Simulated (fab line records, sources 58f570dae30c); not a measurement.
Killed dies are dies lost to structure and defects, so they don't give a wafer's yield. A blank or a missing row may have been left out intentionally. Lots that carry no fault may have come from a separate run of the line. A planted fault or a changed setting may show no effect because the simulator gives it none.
What tool caused it?    flow berkeleyCmos170    39 wafers from 13 lots sampled at 4 of the route's 331 steps

## WHAT THE GAUGES READ, wafer by wafer
UCB170_ACTIVE_THK_MEAS_06.
lot   measured     on            ACTIVE_NITRIDE_THK (nm)
L452  day 3 22:13  filmMetro-01  218.7 217.9 219.1
L454  day 4 23:05  filmMetro-03  220.6 220.8 221.0
L455  day 4 23:07  filmMetro-02  221.8 220.0 220.8
L457  day 5 21:18  filmMetro-03  223.7 221.4 221.8
L460  day 6 05:16  filmMetro-02  222.2 221.6 221.8
L461  day 6 05:17  filmMetro-01  223.1 222.5 221.4
L462  day 7 01:07  filmMetro-03  219.0 222.2 220.1
L463  day 7 01:08  filmMetro-01  217.5 219.4 219.4
L465  day 7 03:17  filmMetro-03  215.2 220.4 219.4
L466  day 7 23:57  filmMetro-01  220.5 220.9 220.0
L469  day 7 23:59  filmMetro-03  218.7 218.6 219.0
L470  day 8 08:31  filmMetro-03  223.4 221.5 222.1
L474  day 8 20:28  filmMetro-03  221.3 221.0 221.6

UCB170_M2_CD_MEAS_90 targets a cd of 700 nm.
lot   measured      on        cdNm (nm)
L452  day 8 00:50   cdSem-02  702.4 698.7 696.9
L454  day 8 10:25   cdSem-02  696.8 700.5 698.4
L455  day 8 11:29   cdSem-02  697.5 695.8 701.9
L457  day 9 08:11   cdSem-02  696.0 694.9 692.9
L460  day 9 17:56   cdSem-02  699.0 703.9 698.6
L461  day 9 18:11   cdSem-01  704.5 703.9 705.1
L462  day 10 14:55  cdSem-01  700.8 700.3 701.7
L463  day 10 15:04  cdSem-02  697.8 701.6 701.0
L465  day 10 14:29  cdSem-01  699.6 700.7 701.1
L466  day 11 15:40  cdSem-01  699.0 700.4 700.2
L469  day 11 15:23  cdSem-01  698.9 697.6 699.6
L470  day 11 20:23  cdSem-02  700.7 701.0 703.1
L474  day 12 05:21  cdSem-01  699.9 698.1 699.0

UCB170_M3_BOW_MEAS_20.
lot   measured      on            M3_BOW (um)
L452  day 8 07:37   filmMetro-03  31 32 32
L454  day 8 16:22   filmMetro-03  31 33 37
L455  day 8 17:15   filmMetro-03  32 26 36
L457  day 9 14:40   filmMetro-01  38 40 33
L460  day 10 02:09  filmMetro-03  39 38 35
L461  day 10 02:16  filmMetro-02  29 24 34
L462  day 10 23:39  filmMetro-03  21 34 22
L463  day 11 02:24  filmMetro-03  42 36 39
L465  day 10 23:37  filmMetro-02  41 40 53
L466  day 11 21:40  filmMetro-03  30 28 37
L469  day 11 21:28  filmMetro-03  41 39 35
L470  day 12 03:36  filmMetro-02  32 27 41
L474  day 12 14:17  filmMetro-02  36 30 31

## EACH LOT AND THE TOOL THAT RAN IT (in order: tool; ch and the chambers of the sampled wafers; start)
lot   UCB170_M1_SPUTTER_00
L452  pvdSputter-02, day 7 13:17
L454  pvdSputter-03, day 7 21:11
L455  pvdSputter-04, day 7 22:42
L457  pvdSputter-02, day 8 19:01
L460  pvdSputter-04, day 9 03:54
L461  pvdSputter-02, day 9 03:38
L462  pvdSputter-04, day 10 03:14
L463  pvdSputter-02, day 10 03:14
L465  pvdSputter-03, day 10 03:14
L466  pvdSputter-03, day 11 05:02
L469  pvdSputter-03, day 11 00:09
L470  pvdSputter-04, day 11 07:44
L474  pvdSputter-03, day 11 13:46
- UCB170_M1_SPUTTER_00: material Al, target thk 600 nm, time 80 s.

## AS READ BY THE TOOLS THEMSELVES (means over the sampled wafers that have a number; for cases with no such wafer, the mark the record gives instead)
UCB170_M1_SPUTTER_00.
lot   tool           throttleValvePct (%)
L452  pvdSputter-02  30.4
L454  pvdSputter-03  30.2
L455  pvdSputter-04  30.1
L457  pvdSputter-02  29.8
L460  pvdSputter-04  30.5
L461  pvdSputter-02  29.6
L462  pvdSputter-04  30.6
L463  pvdSputter-02  30.1
L465  pvdSputter-03  29.6
L466  pvdSputter-03  30.1
L469  pvdSputter-03  29.8
L470  pvdSputter-04  30.9
L474  pvdSputter-03  29.8

## THE ANSWER, worked out from the rows above alone
Rule: usual is defined by the lots themselves. The widest of any qualifying gaps counts: lots, ordered by their means at a reading, are off when they make up no more than a third of the lots, leave a main group of 4 or more, and stand apart from it by 3 or more times the standard deviation of that group's means. Not used: any main group whose means are identical at the precision the tables above print for the reading. A lot without any number at a reading at which 4 lots or more have one is off too. The other lots that the step has rows for count as sound. After the gauges, taken in route order, come the tools' own readings; for these a lot's mean is taken, as printed above. At the first step where some lot is off, the reading lying furthest off is the one used; lots without a number count as furthest.
No lot is off on any of the readings shown, so nothing can be concluded from this.

## WHAT WAS PUT IN BY THE SIMULATOR
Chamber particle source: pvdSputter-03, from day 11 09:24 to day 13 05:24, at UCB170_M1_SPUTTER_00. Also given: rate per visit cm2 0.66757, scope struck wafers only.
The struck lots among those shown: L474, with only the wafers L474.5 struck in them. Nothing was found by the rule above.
